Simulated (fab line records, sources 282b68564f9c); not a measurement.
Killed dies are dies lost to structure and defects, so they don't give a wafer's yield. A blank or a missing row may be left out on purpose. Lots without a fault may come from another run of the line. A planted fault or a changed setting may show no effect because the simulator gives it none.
fab line records | flow rit_cmos
record lots=15 wafers=45 last_day=7
route steps=202 shown PRETRO@72 GATE@96 PSD@157 SILICIDE@165 M1@202
lots that met no fault: from a run of the same line without faults
start_h: hours from the record's first day to the start of the lot's first wafer shown | wait_h: hours since the lot's step before | " the same as in the row above | L1.1+2: a row that stands for several wafers | - no value, or no start given | * or withheld: withheld | < > ~ a bound
route shown NAME@n: a module of which the file shows steps, and the number in the route of the first | usual: mean/standard deviation of fault-free wafers | same: alike in all rows | chamber/n: place in a boat | sites: the reading at each site | _std_site: their standard deviation | _edge_site: outer sites' mean less inner sites' | radius_mm: how far each site lies from the wafer's centre | mask NAME#n: copy n | behind: the tool/chamber that last shaped the wafer | hold: why the lot was held/for how many hours/how that ended | device: the transistor (n, p or np) that didn't switch | end of line: the same wafers' tests at the end of the route | a step without rows: its recipe alone | killed: dies lost to structure and defects at the first sort, not the wafer's yield | map: a wafer's dies, x killed, . not, _ none there
set.NAME: the setting as run; set.NAME@STEP: as run at that earlier step | model.NAME: the simulator's own value behind a step, which no gauge read
steps of the route over a sample of lots; a table a step, a row a wafer
services: from which hour (start_h, from the record's first day; less than 0 if before it) a tool's chamber was out of use, for how many hours, and why
## steps
# step RIT_PRETRO_IMPLANT_08
# recipe species=B energy_kev=45 dose_cm2=1.2e+13 tilt_deg=7
# usual faraday_current_uA=38.0/0.79
# same implant_ion_amu=11
# columns lot.wafer tool chamber start_h wait_h faraday_current_uA
L772.2 implanter-01 0 37.41 0.2 37.5
L772.3 " 0 " " 38.9
L772.5 " 0 " " 38.2
L773.1 implanter-03 0 41.86 0.2 38.1
L773.3 " 0 " " 37.9
L773.5 " 0 " " 37.4
L775.1 implanter-04 0 52.24 0.2 37.5
L775.3 " 0 " " 38.8
L775.4 " 0 " " 37.5
L776.1 implanter-01 0 57.28 0.2 38.9
L776.4 " 0 " " 38.2
L776.6 " 0 " " 38.3
L777.2 implanter-01 0 61.25 0.2 38.9
L777.4 " 0 " " 39.0
L777.6 " 0 " " 39.1
L778.1 implanter-03 0 66.04 0.2 37.1
L778.4 " 0 " " 37.8
L778.6 " 0 " " 37.8
L778.1 implanter-03 0 66.36 0.3 37.4
L778.4 " 0 " " 37.0
L778.6 " 0 " " 38.2
L779.2 implanter-03 0 70.90 0.2 36.6
L779.5 " 0 " " 37.6
L779.6 " 0 " " 39.1
L783.3 implanter-01 0 91.55 0.2 37.9
L783.4 " 0 " " 39.0
L783.5 " 0 " " 37.7
L783.3 implanter-01 0 91.86 0.3 39.0
L783.4 " 0 " " 39.1
L783.5 " 0 " " 38.2
L787.2 implanter-01 0 111.61 0.2 37.2
L787.4 " 0 " " 37.3
L787.6 " 0 " " 38.9
L787.2 implanter-01 0 111.92 0.3 37.5
L787.4 " 0 " " 38.5
L787.6 " 0 " " 37.2
L788.1 implanter-01 0 115.96 0.2 37.5
L788.2 " 0 " " 40.4
L788.3 " 0 " " 38.4
L790.1 implanter-04 0 125.84 0.2 37.4
L790.2 " 0 " " 36.9
L790.5 " 0 " " 37.8
L791.2 implanter-04 0 131.45 0.2 38.4
L791.3 " 0 " " 37.8
L791.4 " 0 " " 38.9
L792.2 implanter-03 0 136.19 0.2 37.2
L792.3 " 0 " " 37.4
L792.4 " 0 " " 38.6
L793.1 implanter-01 0 141.50 0.2 38.9
L793.3 " 0 " " 37.8
L793.5 " 0 " " 37.4
L794.1 implanter-01 0 145.97 0.2 38.1
L794.2 " 0 " " 37.1
L794.4 " 0 " " 37.0
# step RIT_PRETRO_TW_MEAS_10
# usual PRETRO_TW=474.6/3
# columns lot.wafer tool chamber start_h wait_h PRETRO_TW
L772.2 film_metro-02 - 37.72 0.1 470.9
L772.3 " - " " 470.4
L772.5 " - " " 474.3
L773.1 film_metro-02 - 42.19 0.1 472.9
L773.3 " - " " 474.1
L773.5 " - " " 472.4
L775.1 film_metro-02 - 52.56 0.1 470.8
L775.3 " - " " 473.1
L775.4 " - " " 471.9
L776.1 film_metro-02 - 57.75 0.1 470.5
L776.4 " - " " 470.5
L776.6 " - " " 471.0
L777.2 film_metro-01 - 61.56 0.1 479.5
L777.4 " - " " 479.2
L777.6 " - " " 479.4
L778.1 film_metro-04 - 66.68 0.1 591.3
L778.4 " - " " 592.2
L778.6 " - " " 590.7
L779.2 film_metro-02 - 71.21 0.1 473.6
L779.5 " - " " 473.5
L779.6 " - " " 474.6
L783.3 film_metro-01 - 92.16 0.1 593.9
L783.4 " - " " 589.5
L783.5 " - " " 591.2
L787.2 film_metro-02 - 112.23 0.1 584.6
L787.4 " - " " 584.1
L787.6 " - " " 582.8
L788.1 film_metro-04 - 116.28 0.1 477.6
L788.2 " - " " 477.7
L788.3 " - " " 477.4
L790.1 film_metro-01 - 126.17 0.1 476.9
L790.2 " - " " 474.5
L790.5 " - " " 474.6
L791.2 film_metro-02 - 131.76 0.1 475.8
L791.3 " - " " 473.5
L791.4 " - " " 475.2
L792.2 film_metro-02 - 136.50 0.1 473.7
L792.3 " - " " 474.0
L792.4 " - " " 470.9
L793.1 film_metro-02 - 141.83 0.1 477.6
L793.3 " - " " 475.5
L793.5 " - " " 471.3
L794.1 film_metro-04 - 146.29 0.1 473.0
L794.2 " - " " 474.2
L794.4 " - " " 474.2
# step RIT_GATE_STRIP_20
# recipe chemistry=O2 time_s=180 resist=NOVOLAK platen_temp_c=withheld power_w=500 pressure_mtorr=4000 o2_flow_sccm=4000
# usual chamber_pressure_mTorr=4000/3.8 drypump_motor_current_A=5.6/0.39
# columns lot.wafer tool chamber start_h wait_h chamber_pressure_mTorr drypump_motor_current_A rf_hours_counter_h
L772.2 plasma_asher-02 1 43.04 0.1 4003 5.5 38
L772.3 " 0 " " 3999 6.1 -
L772.5 " 1 " " 3993 5.5 -
L773.1 plasma_asher-03 0 47.34 0.1 3999 5.4 42
L773.3 " 0 " " 4007 5.4 -
L773.5 " 0 " " 4004 5.4 -
L775.1 plasma_asher-02 1 58.13 0.1 3997 5.5 40
L775.3 " 1 " " 3995 5.5 -
L775.4 " 0 " " 3991 6.1 -
L776.1 plasma_asher-02 1 62.66 0.1 4002 5.5 41
L776.4 " 0 " " 4004 6.1 -
L776.6 " 1 " " 3997 5.5 -
L777.2 plasma_asher-02 0 67.31 0.1 4001 6.1 41
L777.4 " 0 " " 4003 6.1 -
L777.6 " 1 " " 3996 5.5 -
L778.1 plasma_asher-01 1 71.74 0.1 3996 6.2 44
L778.4 " 1 " " 4003 6.2 -
L778.6 " 0 " " 4000 5.5 -
L779.2 plasma_asher-02 1 77.92 0.1 4001 5.5 42
L779.5 " 1 " " 3999 5.5 -
L779.6 " 0 " " 4000 6.1 -
L787.2 plasma_asher-02 0 117.27 0.1 4001 6.1 46
L787.4 " 0 " " 4001 6.1 -
L787.6 " 0 " " 4005 6.1 -
L788.1 plasma_asher-03 0 121.53 0.1 3996 5.4 50
L788.2 " 1 " " 4010 5.1 50
L788.3 " 1 " " 3996 5.1 -
L790.1 plasma_asher-01 0 132.15 0.1 3999 5.5 2
L790.2 " 1 " " 4000 6.1 2
L790.5 " 0 " " 4006 5.5 -
L791.2 plasma_asher-02 0 137.56 0.1 4001 6.1 49
L791.3 " 1 " " 3997 5.5 -
L791.4 " 0 " " 3996 6.1 -
L792.2 plasma_asher-02 0 141.47 0.1 4002 6.1 49
L792.3 " 0 " " 4010 6.1 -
L792.4 " 1 " " 4005 5.5 -
L793.1 plasma_asher-02 1 146.71 0.1 3997 5.5 50
L793.3 " 0 " " 4002 6.1 -
L793.5 " 0 " " 3998 6.1 -
L794.1 plasma_asher-03 1 151.60 0.1 3998 5.1 53
L794.2 " 0 " " 4002 5.4 53
L794.4 " 0 " " 4002 5.4 -
# step RIT_SDANNEAL_RS_MEAS_04
# recipe thk_meas_gauge=four-point-probe
# usual PSD_RS=115.78/0.25
# columns lot.wafer tool chamber start_h wait_h PSD_RS[ohm/sq]
L772.2 film_metro-03 - 55.77 0.1 115.94
L772.3 " - " " 115.51
L772.5 " - " " 115.80
L773.1 film_metro-03 - 59.69 0.0 115.65
L773.3 " - " " 115.90
L773.5 " - " " 115.41
L775.1 film_metro-01 - 70.49 0.0 115.64
L775.3 " - " " 115.87
L775.4 " - " " 115.67
L776.1 film_metro-04 - 74.99 0.0 116.14
L776.4 " - " " 115.39
L776.6 " - " " 116.08
L777.2 film_metro-04 - 79.77 0.1 115.69
L777.4 " - " " 116.31
L777.6 " - " " 115.88
L778.1 film_metro-01 - 84.90 0.0 116.04
L778.4 " - " " 116.30
L778.6 " - " " 115.98
L779.2 film_metro-03 - 90.06 0.1 116.07
L779.5 " - " " 116.15
L779.6 " - " " 115.81
L787.2 film_metro-04 - 129.32 0.1 115.68
L787.4 " - " " 115.71
L787.6 " - " " 115.97
L788.1 film_metro-03 - 134.53 0.0 116.09
L788.2 " - " " 116.16
L788.3 " - " " 115.77
L790.1 film_metro-03 - 144.81 0.0 116.09
L790.2 " - " " 115.38
L790.5 " - " " 115.91
L791.2 film_metro-03 - 149.98 0.1 116.04
L791.3 " - " " 115.93
L791.4 " - " " 115.89
L792.2 film_metro-03 - 153.78 0.1 115.99
L792.3 " - " " 115.81
L792.4 " - " " 115.72
L793.1 film_metro-04 - 159.48 0.0 115.73
L793.3 " - " " 115.74
L793.5 " - " " 115.52
L794.1 film_metro-03 - 164.65 0.0 115.93
L794.2 " - " " 116.18
L794.4 " - " " 115.85
# step RIT_SILICIDE_RTA_04
# recipe temp_c=650 time_s=10 idle_temp_c=25 ramp_up_s=5 ramp_down_s=5 cool_to_c=25 ambient=N2
# usual chamber_o2_ppm=2.001/0.021 wafer_temp_C_max=652.6/0.52
# columns lot.wafer tool chamber start_h wait_h chamber_o2_ppm wafer_temp_C_max
L772.2 rtp_anneal-01 0 56.58 0.1 2.003 652.0
L772.3 " 0 " " 2.019 652.2
L772.5 " 0 " " 1.987 652.7
L773.1 rtp_anneal-02 0 60.52 0.1 2.005 651.8
L773.3 " 0 " " 1.997 652.6
L773.5 " 0 " " 2.004 652.5
L775.1 rtp_anneal-02 0 71.31 0.1 2.031 652.3
L775.3 " 0 " " 2.046 652.3
L775.4 " 0 " " 2.034 652.7
L776.1 rtp_anneal-01 0 75.81 0.1 1.999 652.6
L776.4 " 0 " " 1.969 652.8
L776.6 " 0 " " 2.000 651.9
L777.2 rtp_anneal-02 0 80.59 0.1 2.011 652.0
L777.4 " 0 " " 2.028 653.3
L777.6 " 0 " " 1.984 652.9
L778.1 rtp_anneal-01 0 85.73 0.1 1.973 652.3
L778.4 " 0 " " 1.975 653.0
L778.6 " 0 " " 1.998 652.8
L779.2 rtp_anneal-02 0 90.88 0.1 2.007 653.8
L779.5 " 0 " " 2.041 654.6
L779.6 " 0 " " 2.006 652.6
L787.2 rtp_anneal-02 0 130.15 0.1 1.983 651.8
L787.4 " 0 " " 1.980 652.2
L787.6 " 0 " " 1.997 653.3
L788.1 rtp_anneal-01 0 135.35 0.1 2.008 652.5
L788.2 " 0 " " 2.017 653.1
L788.3 " 0 " " 1.990 654.1
L790.1 rtp_anneal-01 0 145.63 0.1 2.040 652.2
L790.2 " 0 " " 1.972 652.9
L790.5 " 0 " " 2.006 652.7
L791.2 rtp_anneal-02 0 150.79 0.1 2.001 652.4
L791.3 " 0 " " 1.989 652.5
L791.4 " 0 " " 2.008 652.5
L792.2 rtp_anneal-01 0 154.59 0.1 1.968 652.2
L792.3 " 0 " " 2.003 652.6
L792.4 " 0 " " 1.986 653.2
L793.1 rtp_anneal-02 0 160.30 0.1 1.992 653.2
L793.3 " 0 " " 2.011 652.7
L793.5 " 0 " " 2.019 652.7
L794.1 rtp_anneal-01 0 165.48 0.1 2.005 652.8
L794.2 " 0 " " 1.993 652.2
L794.4 " 0 " " 1.993 651.9
# step RIT_M1_PROBE_99
# usual killed_at_front_end=7/3.1 killed_dies=7/3.1 killed_open=3.3/1.9 killed_short=3.3/2
# same gross_dies=264 killed_at_M0_to_M3=0 killed_at_M4_up=0 killed_at_back_side=0 killed_at_contacts=0 killed_at_other=0
# columns lot.wafer tool chamber start_h wait_h killed_at_front_end killed_dies killed_open killed_short
L772.2 prober-01 - 63.72 0.1 5 5 2 3
L772.3 prober-01 - 63.77 0.2 5 5 1 4
L772.5 prober-01 - 63.87 0.2 9 9 5 4
L773.1 prober-01 - 66.98 0.1 5 5 3 2
L773.3 prober-01 - 67.08 0.2 6 6 3 3
L773.5 prober-01 - 67.18 0.2 10 10 6 4
L775.1 prober-01 - 77.98 0.1 2 2 1 1
L775.3 prober-01 - 78.08 0.2 4 4 2 2
L775.4 prober-01 - 78.13 0.2 4 4 2 2
L776.1 prober-01 - 82.77 0.1 5 5 4 1
L776.4 prober-01 - 82.92 0.2 10 10 3 7
L776.6 prober-01 - 83.02 0.2 9 9 7 2
L777.2 prober-01 - 88.07 0.1 9 9 4 5
L777.4 prober-01 - 88.17 0.2 5 5 2 3
L777.6 prober-01 - 88.27 0.2 7 7 3 4
L778.1 prober-01 - 93.55 0.1 3 3 3 0
L778.4 prober-01 - 93.70 0.2 3 3 0 3
L778.6 prober-01 - 93.80 0.2 7 7 4 3
L779.2 prober-01 - 97.58 0.1 7 7 4 3
L779.5 prober-01 - 97.73 0.2 4 4 2 2
L779.6 prober-01 - 97.78 0.2 9 9 7 2
L787.2 prober-01 - 137.53 0.1 4 4 4 0
L787.4 prober-01 - 137.63 0.2 8 8 3 5
L787.6 prober-01 - 137.73 0.2 7 7 2 5
L788.1 prober-01 - 141.92 0.1 5 5 3 1
L788.2 prober-01 - 141.97 0.1 4 4 2 1
L788.3 prober-01 - 142.02 0.2 4 4 1 2
L790.1 prober-01 - 153.44 0.1 8 8 4 4
L790.2 prober-01 - 153.49 0.1 6 6 5 1
L790.5 prober-01 - 153.64 0.2 8 8 4 4
L791.2 prober-01 - 158.61 0.1 7 7 5 2
L791.3 prober-01 - 158.66 0.2 5 5 4 1
L791.4 prober-01 - 158.71 0.2 8 8 2 6
L792.2 prober-01 - 161.50 0.1 4 4 1 3
L792.3 prober-01 - 161.55 0.2 6 6 5 1
L792.4 prober-01 - 161.60 0.2 1 1 1 0
L793.1 prober-01 - 166.86 0.1 10 10 7 3
L793.3 prober-01 - 166.96 0.2 5 5 2 3
L793.5 prober-01 - 167.06 0.2 7 7 5 2
L794.1 prober-01 - 172.07 0.1 7 7 1 6
L794.2 prober-01 - 172.12 0.1 8 8 4 4
L794.4 prober-01 - 172.22 0.2 5 5 2 3
# killed by level:class
L772.2 REOX:geometric_particle:open=2 FOX1:geometric_particle:short=1 GATE:geometric_particle:short=1 REOX:geometric_particle:short=1
L772.3 FOX1:geometric_particle:short=1 FOX1:geometric_particle:open=1 FOX2:geometric_particle:short=1 GATE:geometric_particle:short=1 SPACER:geometric_particle:short=1
L772.5 FOX1:geometric_particle:short=2 REOX:geometric_particle:open=2 SPACER:geometric_particle:open=2 FOX1:geometric_particle:open=1 GATE:geometric_particle:short=1 SPACER:geometric_particle:short=1
L773.1 FOX2:geometric_particle:short=2 GATE:geometric_particle:open=1 REOX:geometric_particle:open=1 SPACER:geometric_particle:open=1
L773.3 SILICIDE:geometric_particle:short=2 FOX1:geometric_particle:open=1 FOX2:geometric_particle:open=1 FOX2:geometric_particle:short=1 SILICIDE:geometric_particle:open=1
L773.5 GATE:geometric_particle:open=4 GATE:geometric_particle:short=3 FOX2:geometric_particle:open=1 SPACER:geometric_particle:short=1 SPACER:geometric_particle:open=1
L775.1 REOX:geometric_particle:short=1 SILICIDE:geometric_particle:open=1
L775.3 FOX1:geometric_particle:short=1 GATE:geometric_particle:short=1 REOX:geometric_particle:open=1 SPACER:geometric_particle:open=1
L775.4 GATE:geometric_particle:open=2 GATE:geometric_particle:short=1 SPACER:geometric_particle:short=1
L776.1 SILICIDE:geometric_particle:open=2 FOX1:geometric_particle:open=1 FOX2:geometric_particle:open=1 GATE:geometric_particle:short=1
L776.4 FOX1:geometric_particle:short=3 SILICIDE:geometric_particle:open=3 GATE:geometric_particle:short=2 SPACER:geometric_particle:short=1 SILICIDE:geometric_particle:short=1
L776.6 GATE:geometric_particle:open=5 GATE:geometric_particle:short=2 REOX:geometric_particle:open=1 SILICIDE:geometric_particle:open=1
L777.2 GATE:geometric_particle:short=4 FOX1:geometric_particle:open=2 FOX1:geometric_particle:short=1 GATE:geometric_particle:open=1 SILICIDE:geometric_particle:open=1
L777.4 FOX1:geometric_particle:open=2 GATE:geometric_particle:short=2 REOX:geometric_particle:short=1
L777.6 FOX1:geometric_particle:short=2 GATE:geometric_particle:open=2 FOX1:geometric_particle:open=1 GATE:geometric_particle:short=1 SPACER:geometric_particle:short=1
L778.1 GATE:geometric_particle:open=3
L778.4 REOX:geometric_particle:short=2 FOX2:geometric_particle:short=1
L778.6 SPACER:geometric_particle:open=3 SPACER:geometric_particle:short=3 GATE:geometric_particle:open=1
L779.2 FOX1:geometric_particle:open=2 REOX:geometric_particle:short=2 FOX1:geometric_particle:short=1 GATE:geometric_particle:open=1 SILICIDE:geometric_particle:open=1
L779.5 FOX1:geometric_particle:short=1 GATE:geometric_particle:open=1 GATE:geometric_particle:short=1 SILICIDE:geometric_particle:open=1
L779.6 GATE:geometric_particle:open=3 SILICIDE:geometric_particle:open=2 FOX1:geometric_particle:open=1 FOX1:geometric_particle:short=1 SPACER:geometric_particle:open=1 SPACER:geometric_particle:short=1
L787.2 GATE:geometric_particle:open=2 FOX2:geometric_particle:open=1 SPACER:geometric_particle:open=1
L787.4 GATE:geometric_particle:short=4 GATE:geometric_particle:open=2 FOX1:geometric_particle:open=1 SILICIDE:geometric_particle:short=1
L787.6 FOX1:geometric_particle:short=2 GATE:geometric_particle:short=2 GATE:geometric_particle:open=1 REOX:geometric_particle:short=1 SILICIDE:geometric_particle:open=1
L788.1 REOX:geometric_particle:open=1 REOX:geometric_particle:short=1 SPACER:geometric_particle:open=1 SILICIDE:geometric_particle:open=1 NLDD:coat_microbubble_printed=1
L788.2 FOX1:geometric_particle:short=1 GATE:geometric_particle:open=1 SPACER:geometric_particle:open=1 NLDD:coat_microbubble_printed=1
L788.3 FOX1:geometric_particle:short=1 GATE:geometric_particle:short=1 SILICIDE:geometric_particle:open=1 NLDD:coat_microbubble_printed=1
L790.1 FOX1:geometric_particle:open=2 GATE:geometric_particle:short=2 REOX:geometric_particle:open=2 ACTIVE:geometric_particle:short=1 SILICIDE:geometric_particle:short=1
L790.2 FOX2:geometric_particle:open=2 FOX1:geometric_particle:open=1 FOX1:geometric_particle:short=1 GATE:geometric_particle:open=1 SILICIDE:geometric_particle:open=1
L790.5 GATE:geometric_particle:short=3 FOX1:geometric_particle:open=2 GATE:geometric_particle:open=1 REOX:geometric_particle:short=1 REOX:geometric_particle:open=1
L791.2 GATE:geometric_particle:open=3 FOX1:geometric_particle:open=1 FOX1:geometric_particle:short=1 REOX:geometric_particle:short=1 SILICIDE:geometric_particle:open=1
L791.3 FOX2:geometric_particle:open=2 REOX:geometric_particle:open=1 REOX:geometric_particle:short=1 SPACER:geometric_particle:open=1
L791.4 FOX2:geometric_particle:short=3 SILICIDE:geometric_particle:short=2 FOX1:geometric_particle:open=1 GATE:geometric_particle:open=1 SPACER:geometric_particle:short=1
L792.2 FOX2:geometric_particle:short=1 GATE:geometric_particle:short=1 GATE:geometric_particle:open=1 SPACER:geometric_particle:short=1
L792.3 GATE:geometric_particle:open=3 SPACER:geometric_particle:open=2 GATE:geometric_particle:short=1
L792.4 FOX2:geometric_particle:open=1
L793.1 FOX1:geometric_particle:open=3 GATE:geometric_particle:open=2 SPACER:geometric_particle:short=2 FOX2:geometric_particle:open=1 GATE:geometric_particle:short=1 REOX:geometric_particle:open=1
L793.3 SILICIDE:geometric_particle:short=2 GATE:geometric_particle:short=1 REOX:geometric_particle:open=1 SPACER:geometric_particle:open=1
L793.5 GATE:geometric_particle:open=3 REOX:geometric_particle:open=2 REOX:geometric_particle:short=2
L794.1 GATE:geometric_particle:short=2 SILICIDE:geometric_particle:short=2 FOX1:geometric_particle:short=1 FOX1:geometric_particle:open=1 SPACER:geometric_particle:short=1
L794.2 GATE:geometric_particle:short=4 SPACER:geometric_particle:open=2 FOX2:geometric_particle:open=1 SILICIDE:geometric_particle:open=1
L794.4 GATE:geometric_particle:short=1 GATE:geometric_particle:open=1 SPACER:geometric_particle:open=1 SPACER:geometric_particle:short=1 SILICIDE:geometric_particle:short=1
## services
# columns tool chamber start_h hours kind
implanter-04 - 21.46 3.3 pm
implanter-03 - 24.05 3.6 repair
plasma_asher-01 - 48.14 0.6 repair
implanter-04 - 102.91 4.7 pm
plasma_asher-01 - 108.75 9.0 pm
plasma_asher-01 0 108.75 9.0 vent_cycle
plasma_asher-01 1 108.75 9.0 vent_cycle
plasma_asher-01 - 111.80 4.2 repair
plasma_asher-01 0 117.75 - clean
plasma_asher-01 1 117.75 - clean
implanter-01 - 153.90 4.2 repair
implanter-01 - 163.99 3.8 pm
## key
first_sign step=RIT_PRETRO_IMPLANT_08 reading=visit direction=added
effect step=RIT_PRETRO_TW_MEAS_10 reading=PRETRO_TW direction=up sigmas=39 usual=474.6 struck=588.9
met_at RIT_PRETRO_IMPLANT_08
struck_lots L778,L783,L787
rows_end L783.3,L783.4,L783.5
tester_left_out L778,L787
not_acting_at RIT_GATE_STRIP_20,RIT_SDANNEAL_RS_MEAS_04,RIT_SILICIDE_RTA_04
fault kind=repeated_step_whole tool=implanter-01,implanter-03,implanter-04 chamber=- onset_h=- steps=RIT_PRETRO_IMPLANT_08 times=1 scope=struck_lots_only
# tester_left_out: of these lots the tester's yield and bins aren't shown, on N5 and GAA mostly nor the transistor test; their killed dies are dies lost to structure and defects alone, not to doping, threshold or leakage, so they don't give the yield
# rows_end: these wafers met a further fault down the route, and their rows from its step on are left out
